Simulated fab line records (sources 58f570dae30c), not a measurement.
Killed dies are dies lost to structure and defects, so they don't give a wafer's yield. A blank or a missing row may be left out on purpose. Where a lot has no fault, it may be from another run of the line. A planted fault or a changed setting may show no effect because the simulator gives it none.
Struck lot and sound lot, side by side    flow berkeley_cmos170    15 out of 331 route steps
Sound: wafers L421.4, L421.5, L421.6. Struck: wafer L434.2 (left out: L434.4, L434.5 of the same lot, which were not struck); the cause appears at the end.
Each step with rows lists, per side, the tool, then ch with its chambers, then its first start. Under that, the readings that differ: sound wafers    struck wafers    difference of the means    sigmas: that difference in standard deviations of wafers without a fault.
alike: words and numbers the same on both sides, and readings whose means are apart by under 2 such deviations; not compared: readings that were withheld, readings missing a value for some wafer, numbers with overlapping values and no deviation given by the record, and bounds like >300 which may hide the same value.
A row with sigmas, a row that says differs or no value, or rows on one side alone: a step with any of these is where the two part. When numbers do not overlap yet have no deviation, they are printed without sigmas and do not part them. A reading that every wafer of one side lacks parts them only if that side has two wafers or more.

first, 2 steps without rows for these wafers: UCB170_M3_COAT_05 (resist thk 900 nm); UCB170_M3_SOFTBAKE_06 (time 60 s).
UCB170_M3_STRIP_07: strips in O2.
  sound on plasma_asher-03 ch 0,1, day 7 21:37; struck on plasma_asher-01 ch 0, day 10 10:51
reading                 sound              struck  difference                    sigmas
oes_product_au (a.u.)   0.737 0.743 0.742  0.726   -0.015                        -3
rf_hours_counter_h (h)  - - -              11      no value on the sound wafers  
  alike: drypump_motor_current_A, strip_time_to_endpoint_s
then, 7 steps without rows for these wafers: UCB170_M3_STRIP_08 (strips KrF in DMSO, time 600 s); UCB170_M3_COAT_09; UCB170_M3_COAT_10 (resist thk 900 nm); UCB170_M3_SOFTBAKE_11 (time 57.7 s); UCB170_M3_EXPOSE_12 (exposes mask METAL3, target cd 700 nm); UCB170_M3_PEB_13; UCB170_M3_DEVELOP_14 (develop time 45 s).
UCB170_M3_CD_MEAS_15: target cd 700 nm.
  struck on cd_sem-01, day 10 12:35; sound on cd_sem-02, day 7 23:44
  alike: cd_nm
UCB170_M3_OVL_MEAS_16:
  struck on overlay-01, day 10 12:42; sound on overlay-02, day 7 23:49
  alike: M3_OVL
UCB170_M3_ETCH_17: etches BARC in N2/H2.
  sound on rie_diel-02 ch 0,3, day 7 23:49; struck on rie_diel-02 ch 2, day 10 12:44
reading                sound              struck  difference  sigmas
oes_product_au (a.u.)  0.983 0.978 0.988  1.285   +0.302      +15
model.M3.cd_nm (nm)    700.5 700.2 701.5  696.5   -4.2        
  alike: bias_w, drypump_motor_current_A, throttle_valve_pct
UCB170_M3_METAL_ETCH_18: etches Al in Cl2/BCl3, stops on SiO2, target depth 1170 nm, time 195 s.
  sound on rie_metal-04 ch 0,1, day 7 23:56; struck on rie_metal-04 ch 0, day 10 12:50
  alike: bias_w, drypump_motor_current_A, mfc_cl2_sccm, oes_product_au, throttle_valve_pct
  not compared: rf_hours_counter_h
UCB170_M3_PROBE_99:
  record: rows for the struck wafers here (prober-01, day 10 13:32), none for the sound ones

== WHERE THEY PART ==
At UCB170_M3_STRIP_07 first; at UCB170_M3_PROBE_99 last (within this record only).

WHY: what had been put in by the simulator
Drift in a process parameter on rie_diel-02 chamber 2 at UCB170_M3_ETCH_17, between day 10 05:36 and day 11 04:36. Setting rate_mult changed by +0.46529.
